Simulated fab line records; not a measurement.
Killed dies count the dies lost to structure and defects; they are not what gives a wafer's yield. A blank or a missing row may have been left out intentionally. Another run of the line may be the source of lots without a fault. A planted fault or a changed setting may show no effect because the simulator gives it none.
The tool behind it: which one? | flow rit_cmos | Sampling: 13 lots, 39 wafers, 3 of 202 route steps

## WHAT THE GAUGES READ, wafer by wafer
RIT_M1_RS_MEAS_01: measurement is done with a four-point probe.
lot  | measured    | on            | M1_AL_RS (ohm/sq)
L677 | day 3 06:21 | film_metro-04 | 0.0730 0.0729 0.0731
L678 | day 3 10:08 | film_metro-04 | 0.0741 0.0739 0.0743
L679 | day 3 15:44 | film_metro-02 | 0.0733 0.0738 0.0725
L680 | day 3 20:42 | film_metro-02 | 0.0735 0.0730 0.0741
L681 | day 4 02:50 | film_metro-04 | 0.0727 0.0734 0.0721
L682 | day 4 09:59 | film_metro-01 | 0.0744 0.0745 0.0739
L683 | day 4 12:00 | film_metro-04 | 0.0738 0.0735 0.0733
L684 | day 4 16:44 | film_metro-02 | 0.0730 0.0727 0.0728
L685 | day 5 00:27 | film_metro-04 | 0.0735 0.0745 0.0737
L692 | day 6 07:12 | film_metro-04 | 0.0782 0.0741 0.0785
L694 | day 6 20:40 | film_metro-02 | 0.0736 0.0792 0.0748
L697 | day 7 10:07 | film_metro-04 | 0.0708 0.0713 0.0713
L699 | day 7 20:39 | film_metro-04 | 0.0738 0.0735 0.0730

RIT_M1_THK_MEAS_02: measures by xrf.
lot  | measured    | on            | M1_AL_THK (nm)
L677 | day 3 06:28 | film_metro-04 | 403 400 400
L678 | day 3 10:14 | film_metro-04 | 395 393 394
L679 | day 3 15:51 | film_metro-02 | 400 396 405
L680 | day 3 20:49 | film_metro-02 | 400 402 397
L681 | day 4 02:57 | film_metro-04 | 403 401 409
L682 | day 4 10:06 | film_metro-01 | 394 393 398
L683 | day 4 12:07 | film_metro-04 | 398 398 402
L684 | day 4 16:51 | film_metro-02 | 401 404 402
L685 | day 5 00:34 | film_metro-04 | 397 395 398
L692 | day 6 07:18 | film_metro-04 | 377 398 375
L694 | day 6 20:46 | film_metro-02 | 397 373 391
L697 | day 7 10:13 | film_metro-04 | 413 408 411
L699 | day 7 20:46 | film_metro-04 | 395 398 401

## EACH LOT AND THE TOOL THAT RAN IT (in order: tool; ch and the chambers of the sampled wafers; start)
lot  | RIT_M1_SPUTTER_00
L677 | pvd_sputter-04, day 3 06:04
L678 | pvd_sputter-01, day 3 09:48
L679 | pvd_sputter-04, day 3 15:26
L680 | pvd_sputter-01, day 3 20:25
L681 | pvd_sputter-04, day 4 02:32
L682 | pvd_sputter-01, day 4 09:40
L683 | pvd_sputter-04, day 4 11:41
L684 | pvd_sputter-03, day 4 16:26
L685 | pvd_sputter-01, day 5 00:08
L692 | pvd_sputter-03, day 6 06:52
L694 | pvd_sputter-03, day 6 20:21
L697 | pvd_sputter-01, day 7 09:47
L699 | pvd_sputter-01, day 7 20:22
- RIT_M1_SPUTTER_00: material Al, target thk 400 nm, time 500 s.

## WHAT THE TOOLS THEMSELVES READ (means of the sampled wafers that have a number; where no wafer has one, the mark that the record gives instead)
RIT_M1_SPUTTER_00.
lot  | tool           | throttle_valve_pct (%)
L677 | pvd_sputter-04 | 29.7
L678 | pvd_sputter-01 | 31.7
L679 | pvd_sputter-04 | 30.2
L680 | pvd_sputter-01 | 31.4
L681 | pvd_sputter-04 | 30.2
L682 | pvd_sputter-01 | 30.2
L683 | pvd_sputter-04 | 29.5
L684 | pvd_sputter-03 | 30.2
L685 | pvd_sputter-01 | 31.6
L692 | pvd_sputter-03 | 30.3
L694 | pvd_sputter-03 | 30.6
L697 | pvd_sputter-01 | 31.7
L699 | pvd_sputter-01 | 31.8

## THE ANSWER, worked out from the rows above alone
Rule: what is usual is taken from the lots themselves. Put in order of their means at a reading, lots are off if they are a third of the lots or fewer, leave a main group of 4 or more, and stand apart from it by a gap of 3 or more times the standard deviation of the main group's means; of several such gaps the widest counts. A main group is skipped when, at the precision printed for the reading in the tables above, its means are all equal. Also off: a lot with no number at a reading for which 4 or more lots have one. The other lots that the step has rows for count as sound. First the gauges in route order, then the tools' own readings, where a lot's mean is used as printed above. At the first step where some lot is off, the reading lying furthest off is the one used; lots without a number count as furthest.
No lot is off at any reading shown: from this, nothing can be told.

## WHAT HAD BEEN PUT IN BY THE SIMULATOR
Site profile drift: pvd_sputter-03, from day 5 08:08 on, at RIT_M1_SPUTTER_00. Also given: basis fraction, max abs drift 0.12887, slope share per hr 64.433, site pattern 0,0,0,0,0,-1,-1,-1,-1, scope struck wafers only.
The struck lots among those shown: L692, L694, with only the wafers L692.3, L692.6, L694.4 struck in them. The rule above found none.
